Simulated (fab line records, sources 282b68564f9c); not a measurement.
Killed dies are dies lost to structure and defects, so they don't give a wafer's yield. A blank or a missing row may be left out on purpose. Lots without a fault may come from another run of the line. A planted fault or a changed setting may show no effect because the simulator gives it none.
Which tool did it? | flow rit_cmos | 14 lots, 42 wafers sampled, at 2 steps of a route of 202

WHAT THE GAUGES READ, wafer by wafer
RIT_FOX2_THK_MEAS_91.
lot  | measured    | on            | FIELD_OXIDE_LEFT_2_THK (nm)
L467 | day 2 12:31 | film_metro-03 | 258 253 255
L468 | day 2 19:13 | film_metro-04 | 260 258 257
L469 | day 2 21:45 | film_metro-04 | 269 267 265
L470 | day 3 01:13 | film_metro-04 | 260 263 265
L475 | day 4 08:56 | film_metro-04 | 260 256 258
L476 | day 4 12:41 | film_metro-03 | 244 249 246
L477 | day 4 16:07 | film_metro-04 | 271 266 280
L478 | day 4 20:47 | film_metro-01 | 251 246 251
L480 | day 5 03:24 | film_metro-01 | 261 259 253
L484 | day 6 05:14 | film_metro-04 | 255 252 259
L486 | day 6 12:05 | film_metro-01 | 230 230 230
L487 | day 6 17:28 | film_metro-01 | 232 237 235
L489 | day 7 09:13 | film_metro-01 | 251 247 250
L490 | day 7 17:59 | film_metro-03 | 252 254 254

WHICH TOOL RAN EACH LOT (tool, then ch and the chambers of the sampled wafers, then the start)
lot  | RIT_GATE_CLEAN_04
L467 | wet_bench-03 ch 0, day 2 12:29
L468 | wet_bench-03 ch 3, day 2 19:11
L469 | wet_bench-01 ch 1, day 2 21:43
L470 | wet_bench-02 ch 1, day 3 01:10
L475 | wet_bench-02 ch 2, day 4 08:54
L476 | wet_bench-03 ch 0, day 4 12:40
L477 | wet_bench-02 ch 0, day 4 16:04
L478 | wet_bench-01 ch 3, day 4 20:44
L480 | wet_bench-01 ch 3, day 5 03:22
L484 | wet_bench-02 ch 1, day 6 05:13
L486 | wet_bench-02 ch 0, day 6 12:02
L487 | wet_bench-02 ch 3, day 6 17:27
L489 | wet_bench-03 ch 0, day 7 09:11
L490 | wet_bench-01 ch 0, day 7 17:57
- RIT_GATE_CLEAN_04: cleans in dHF, time 60 s.

WHAT THE TOOLS THEMSELVES READ (means of the sampled wafers that have a number; where no wafer has one, the mark that the record gives instead)
RIT_GATE_CLEAN_04.
lot  | tool         | run_length_s (s)
L467 | wet_bench-03 | 86.5
L468 | wet_bench-03 | 86.1
L469 | wet_bench-01 | 85.8
L470 | wet_bench-02 | 84.4
L475 | wet_bench-02 | 86.3
L476 | wet_bench-03 | 92.9
L477 | wet_bench-02 | 86.4
L478 | wet_bench-01 | 86.2
L480 | wet_bench-01 | 85.8
L484 | wet_bench-02 | 84.2
L486 | wet_bench-02 | 325.8
L487 | wet_bench-02 | 328.3
L489 | wet_bench-03 | 85.9
L490 | wet_bench-01 | 87.2

THE ANSWER, worked out from the rows above alone
Rule: what is usual is taken from the lots themselves. Put in order of their means at a reading, lots are off if they are a third of the lots or fewer, leave a main group of 4 or more, and stand apart from it by a gap of 3 or more times the standard deviation of the main group's means; of several such gaps the widest counts. A main group whose means are all the same, to the digits that the tables above print for the reading, isn't used. A lot without any number at a reading at which 4 lots or more have one is off too. The other lots that the step has rows for count as sound. The gauges are gone through in route order, then the tools' own readings, and for those a lot's mean is taken as printed above. The first step at which some lot is off is used, and at that step the reading that is off furthest; a lot without a number counts as furthest.
Off: L486, L487, at RIT_GATE_CLEAN_04 (run_length_s). The main group: mean 86.5 s, standard deviation 2.1.
A tool fits if, at that step or a process step before it, it ran every lot that is off, and no sound lot after the first of them. One fits: wet_bench-02 at RIT_GATE_CLEAN_04. Its last sound lot is L484 (day 6 05:13), its first lot that is off L486 (day 6 12:02): a fault that began between those two fits.
The tool's own readings at RIT_GATE_CLEAN_04 bear it out: on the lots that are off they differ by more than 5 times the standard deviation of the sound lots' means. run_length_s reads 327.1 s there against 86.5 s on the sound lots.

WHAT THE SIMULATOR HAD PUT IN
Process parameter drift: wet_bench-02, from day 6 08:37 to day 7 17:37, at RIT_GATE_CLEAN_04. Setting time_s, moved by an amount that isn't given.
Lots struck among those shown: L486, L487. The rule above found the same.
